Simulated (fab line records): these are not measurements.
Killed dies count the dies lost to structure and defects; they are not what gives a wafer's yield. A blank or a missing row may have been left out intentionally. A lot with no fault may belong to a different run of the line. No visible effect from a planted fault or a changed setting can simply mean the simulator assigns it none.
Split-lot study ; flow berkeley cmos170 ; route with 331 steps; 5 lots, 23 wafers read

== THE SPLIT ==
At UCB170_NSD_PEB_04, the setting peb temp c was moved away from the recipe's 130 C on 8 of the 23 wafers read, by +1.1% to +2.5%. This setting was run at the recipe's value on the other wafers.

== BETWEEN THE SPLIT AND THE READING: the file shows 1 step in between ==
- UCB170_NSD_DEVELOP_05: develop time 45 s (also split here: develop time s)

== THE READING ==
cd nm, in nm, at UCB170_NSD_CD_MEAS_06 (target cd 1200 nm). On this fab line, fault-free wafers typically give 1200.2 nm with a standard deviation of 1.8 nm.

wafer;tool, chamber at the split;peb temp c as run, C;against the recipe;cd nm, nm;against lot-mates on the recipe
L076.1;litho track-03, 0;130;recipe;1200.8;-
L076.2;litho track-03, 0;130;recipe;1201.7;-
L076.3;litho track-03, 0;130;recipe;1199.9;-
L077.2;litho track-03, 0;133.2;+2.5%;1217.4;+18.9
L077.3;litho track-03, 0;130;recipe;1198.2;-
L077.4;litho track-03, 0;130;recipe;1199.0;-
L077.5;litho track-03, 0;133.2;+2.5%;1217.0;+18.5
L077.6;litho track-03, 0;130;recipe;1198.4;-
L083.1;litho track-02, 0;130;recipe;1201.0;-
L083.2;litho track-02, 0;131.4;+1.1%;1211.7;+10.3
L083.4;litho track-02, 0;131.4;+1.1%;1209.8;+8.4
L083.5;litho track-02, 0;131.4;+1.1%;1209.2;+7.8
L083.6;litho track-02, 0;130;recipe;1201.8;-
L080.1;litho track-01, 0;130;recipe;1200.3;-
L080.2;litho track-01, 0;130;recipe;1200.2;-
L080.3;litho track-01, 0;130;recipe;1201.0;-
L080.4;litho track-01, 0;130;recipe;1203.1;-
L080.6;litho track-01, 0;130;recipe;1199.9;-
L084.1;litho track-03, 0;133.2;+2.5%;1222.4;+18.1
L084.2;litho track-03, 0;130;recipe;1204.6;-
L084.4;litho track-03, 0;133.2;+2.5%;1221.8;+17.5
L084.5;litho track-03, 0;133.2;+2.5%;1221.8;+17.5
L084.6;litho track-03, 0;130;recipe;1204.0;-

FIT RESULTS
A straight line over all 23 wafers: cd nm changes by +7.83 nm for each +1% of peb temp c; r = +0.97; the points scatter about the line by 2 nm.
The same after taking each lot's own level away (the mean of its wafers on the recipe; 23 wafers): +7.4 nm for each +1%; r = +0.99; scatter 0.88 nm.
On that fit, the largest move of peb temp c shifts the reading by 18 nm.
Measured against the standard deviation above, the lots' own levels, which go from 1198.53 to 1204.30 nm, span 3.2 times it.
The two slopes agree, so the slope changes little with the lot-to-lot level.
Check: +18.2 nm against its lot-mates is what the line predicts for one of the wafers moved furthest among these (+2.5%) when that wafer is left out of the fit. It came out at +18.9 nm against them.

== THE OTHER SPLITS THESE WAFERS WENT THROUGH ==
Before the reading, these wafers also passed through other splits. Each is held against what the fit with the lots' levels taken away leaves over:
other split on the same wafers;wafers away from the commonest value;r with cd nm (lot level and that fit taken away)
UCB170_ZERO_STRIP_07 o2 flow sccm;6;-0.26
UCB170_PWELL_CVD_05 temp c;10;+0.01
UCB170_PWELL_ETCH_14 rf w;4;+0.09
UCB170_PFIELD_IMPLANT_07 energy kev;7;+0.08
UCB170_NVT_COAT_01 spin rpm;8;-0.04
UCB170_GATE_CVD_04 sih4 flow sccm;15;-0.04
UCB170_GATE_ETCH_14 source w;11;+0.21
UCB170_NLDD_IMPLANT_08 energy kev;10;+0.09
UCB170_NSD_DEVELOP_05 develop time s;5;+0.58

== THE FILE'S OWN FIT ==
cd nm changes by +7.44 nm for each +1% of peb temp c, r = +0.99.
